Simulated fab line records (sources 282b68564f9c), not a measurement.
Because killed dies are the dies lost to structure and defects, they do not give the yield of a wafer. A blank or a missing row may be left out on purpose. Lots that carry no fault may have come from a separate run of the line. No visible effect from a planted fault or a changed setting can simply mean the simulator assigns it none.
Which tool was responsible? | flow ritCmos | Sampling: 14 lots, 42 wafers, 6 of 202 route steps

WHAT THE GAUGES READ, wafer by wafer
RIT_FOX2_THK_MEAS_90.
lot  | measured    | on           | FIELD_OXIDE_LEFT_1_THK (nm)
L963 | day 1 20:20 | filmMetro-02 | 327 328 325
L964 | day 2 01:08 | filmMetro-03 | 334 335 335
L965 | day 2 05:16 | filmMetro-04 | 329 326 327
L966 | day 2 10:58 | filmMetro-02 | 331 331 323
L967 | day 2 15:13 | filmMetro-02 | 326 329 326
L970 | day 3 06:20 | filmMetro-04 | 322 322 319
L972 | day 3 18:04 | filmMetro-04 | 314 315 319
L973 | day 3 21:31 | filmMetro-03 | 325 319 319
L974 | day 4 03:45 | filmMetro-02 | 314 315 315
L978 | day 4 22:19 | filmMetro-04 | 316 319 323
L982 | day 5 20:03 | filmMetro-04 | 307 310 313
L983 | day 5 23:28 | filmMetro-04 | 327 331 327
L984 | day 6 09:59 | filmMetro-03 | 320 323 322
L986 | day 6 17:29 | filmMetro-03 | 322 323 322

RIT_PWELL_TW_MEAS_10.
lot  | measured    | on           | PWELL_TW
L963 | day 1 23:26 | filmMetro-03 | 954 955 955
L964 | day 2 04:22 | filmMetro-01 | 963 969 965
L965 | day 2 08:44 | filmMetro-03 | 948 949 944
L966 | day 2 14:06 | filmMetro-01 | 966 966 967
L967 | day 2 18:35 | filmMetro-02 | 953 951 949
L970 | day 3 09:34 | filmMetro-02 | 951 943 945
L972 | day 3 21:25 | filmMetro-01 | 959 963 959
L973 | day 4 00:37 | filmMetro-01 | 1118 1117 1122
L974 | day 4 06:51 | filmMetro-01 | 1123 1120 1121
L978 | day 5 01:51 | filmMetro-01 | 959 960 959
L982 | day 5 23:16 | filmMetro-02 | 944 942 946
L983 | day 6 02:50 | filmMetro-01 | 962 963 961
L984 | day 6 13:13 | filmMetro-03 | 948 948 948
L986 | day 6 20:43 | filmMetro-01 | 961 962 963

RIT_WELLDRIVE_RS_MEAS_02: measurement is done with a four-point probe.
lot  | measured    | on           | PWELL_RS (ohm/sq)
L963 | day 2 05:14 | filmMetro-03 | 429.4 429.4 429.0
L964 | day 2 09:39 | filmMetro-03 | 429.1 428.7 429.3
L965 | day 2 14:01 | filmMetro-03 | 428.3 429.9 430.5
L966 | day 2 19:31 | filmMetro-01 | 427.9 428.7 427.7
L967 | day 3 00:38 | filmMetro-03 | 430.2 430.1 429.4
L970 | day 3 14:50 | filmMetro-01 | 431.1 432.3 430.0
L972 | day 4 02:41 | filmMetro-01 | 427.3 427.6 427.8
L973 | day 4 05:53 | filmMetro-01 | 321.0 321.4 321.6
L974 | day 4 12:07 | filmMetro-01 | 320.8 320.5 320.0
L978 | day 5 07:08 | filmMetro-02 | 430.2 430.5 432.1
L982 | day 6 04:32 | filmMetro-03 | 430.2 430.6 429.8
L983 | day 6 08:25 | filmMetro-03 | 429.1 428.4 430.7
L984 | day 6 18:29 | filmMetro-03 | 430.0 431.0 431.5
L986 | day 7 01:59 | filmMetro-02 | 428.9 427.9 428.8

RIT_GATE_THK_MEAS_07.
lot  | measured    | on           | GATE_OXIDE_THK (nm)
L963 | day 2 10:23 | filmMetro-03 | 3.05 3.05 3.01
L964 | day 2 14:46 | filmMetro-03 | 2.89 2.95 2.84
L965 | day 2 19:25 | filmMetro-04 | 3.05 3.05 3.01
L966 | day 3 00:44 | filmMetro-02 | 2.97 3.03 2.98
L967 | day 3 08:31 | filmMetro-02 | 3.07 2.98 2.97
L970 | day 3 21:56 | filmMetro-04 | 3.00 2.85 3.02
L972 | day 4 07:50 | filmMetro-02 | 2.98 3.02 2.99
L973 | day 4 11:24 | filmMetro-04 | 2.92 3.01 3.05
L974 | day 4 17:38 | filmMetro-02 | 3.01 2.97 2.98
L978 | day 5 13:19 | filmMetro-02 | 3.01 2.93 3.00
L982 | day 6 10:48 | filmMetro-04 | 2.97 3.00 2.98
L983 | day 6 13:35 | filmMetro-02 | 2.85 2.96 2.96
L984 | day 6 23:40 | filmMetro-04 | 3.00 2.99 2.95
L986 | day 7 07:28 | filmMetro-04 | 3.00 3.02 3.03

RIT_GATE_THK_MEAS_09.
lot  | measured    | on           | GATE_POLY_THK (nm)
L963 | day 2 12:04 | filmMetro-02 | 245.2 241.3 242.6
L964 | day 2 16:27 | filmMetro-03 | 245.7 244.7 247.4
L965 | day 2 21:05 | filmMetro-04 | 240.1 240.2 241.9
L966 | day 3 02:25 | filmMetro-03 | 240.6 239.9 240.4
L967 | day 3 10:11 | filmMetro-04 | 241.7 240.1 241.4
L970 | day 4 00:38 | filmMetro-03 | 243.2 240.8 242.3
L972 | day 4 09:30 | filmMetro-04 | 242.9 239.7 242.1
L973 | day 4 13:10 | filmMetro-02 | 242.9 241.4 243.0
L974 | day 4 20:07 | filmMetro-02 | 245.2 245.3 246.6
L978 | day 5 14:59 | filmMetro-02 | 242.7 240.6 243.2
L982 | day 6 12:29 | filmMetro-02 | 243.2 242.0 243.6
L983 | day 6 16:02 | filmMetro-03 | 241.2 242.3 241.9
L984 | day 7 02:40 | filmMetro-02 | 239.3 240.4 239.3
L986 | day 7 09:08 | filmMetro-03 | 240.9 240.3 239.3

WHICH TOOL RAN EACH LOT (tool, then ch and the chambers of the sampled wafers, then the start)
lot  | RIT_PWELL_IMPLANT_08
L963 | implanter-03 ch 0, day 1 23:08
L964 | implanter-01 ch 0, day 2 04:04
L965 | implanter-03 ch 0, day 2 08:26
L966 | implanter-01 ch 0, day 2 13:47
L967 | implanter-01 ch 0, day 2 18:17
L970 | implanter-04 ch 0, day 3 09:14
L972 | implanter-04 ch 0, day 3 21:07
L973 | implanter-04 ch 0, day 4 00:19
L974 | implanter-04 ch 0, day 4 06:32
L978 | implanter-03 ch 0, day 5 01:32
L982 | implanter-03 ch 0, day 5 22:57
L983 | implanter-01 ch 0, day 6 02:34
L984 | implanter-03 ch 0, day 6 12:53
L986 | implanter-01 ch 0, day 6 20:23
- RIT_PWELL_IMPLANT_08

WHAT THE TOOLS THEMSELVES READ (means of the sampled wafers that have a number; where no wafer has one, the mark that the record gives instead)
RIT_PWELL_IMPLANT_08.
lot  | tool         | doseIonsCm2 | endStationPressureTorr (Torr) | faradayCurrentUA
L963 | implanter-03 | 7.018e+13   | 5.09e-06                      | 225
L964 | implanter-01 | 7.000e+13   | 4.97e-06                      | 220
L965 | implanter-03 | 6.993e+13   | 5.13e-06                      | 216
L966 | implanter-01 | 7.003e+13   | 5.16e-06                      | 225
L967 | implanter-01 | 6.991e+13   | 5.03e-06                      | 220
L970 | implanter-04 | 6.995e+13   | 4.97e-06                      | 221
L972 | implanter-04 | 6.996e+13   | 4.86e-06                      | 217
L973 | implanter-04 | 1.120e+14   | 5.48e-06                      | 348
L974 | implanter-04 | 1.120e+14   | 5.47e-06                      | 353
L978 | implanter-03 | 6.997e+13   | 5.34e-06                      | 219
L982 | implanter-03 | 7.018e+13   | 5.40e-06                      | 220
L983 | implanter-01 | 6.997e+13   | 4.95e-06                      | 221
L984 | implanter-03 | 7.001e+13   | 5.33e-06                      | 221
L986 | implanter-01 | 7.000e+13   | 5.30e-06                      | 224

THE ANSWER, worked out from the rows above alone
Rule: what is usual is taken from the lots themselves. Put in order of their means at a reading, lots are off if they are a third of the lots or fewer, leave a main group of 4 or more, and stand apart from it by a gap of 3 or more times the standard deviation of the main group's means; of several such gaps the widest counts. A main group is skipped when, at the precision printed for the reading in the tables above, its means are all equal. Also off: a lot with no number at a reading for which 4 or more lots have one. All remaining lots with rows at the step are treated as sound. The gauges are gone through in route order, then the tools' own readings, and for those a lot's mean is taken as printed above. At the first step where some lot is off, the reading lying furthest off is the one used; lots without a number count as furthest.
Off: L973, L974, at RIT_PWELL_TW_MEAS_10 (PWELL_TW). The main group: mean 956, standard deviation 7.7.
A tool fits if, at a process step before that reading, it ran every lot that is off, and no sound lot after the first of them. The gauges at RIT_PWELL_TW_MEAS_10 aren't tried: what is off there is off at RIT_PWELL_IMPLANT_08 too, on other tools, and a gauge's error can't cause that. One candidate fits, namely implanter-04 at RIT_PWELL_IMPLANT_08. Its last sound lot is L972 (day 3 21:07), its first lot that is off L973 (day 4 00:19): a fault that began between those two fits.
The tool's own readings at RIT_PWELL_IMPLANT_08 bear it out: on the lots that are off they differ by more than 5 times the standard deviation of the sound lots' means. doseIonsCm2 reads 1.120e+14 there against 7.001e+13 on the sound lots; faradayCurrentUA reads 350 there against 221 on the sound lots.

WHAT THE SIMULATOR HAD PUT IN
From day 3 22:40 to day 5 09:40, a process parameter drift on implanter-04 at RIT_PWELL_IMPLANT_08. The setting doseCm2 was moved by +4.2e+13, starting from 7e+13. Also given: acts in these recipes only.
Struck lots among those shown: L973, L974. This agrees with what the rule above found.
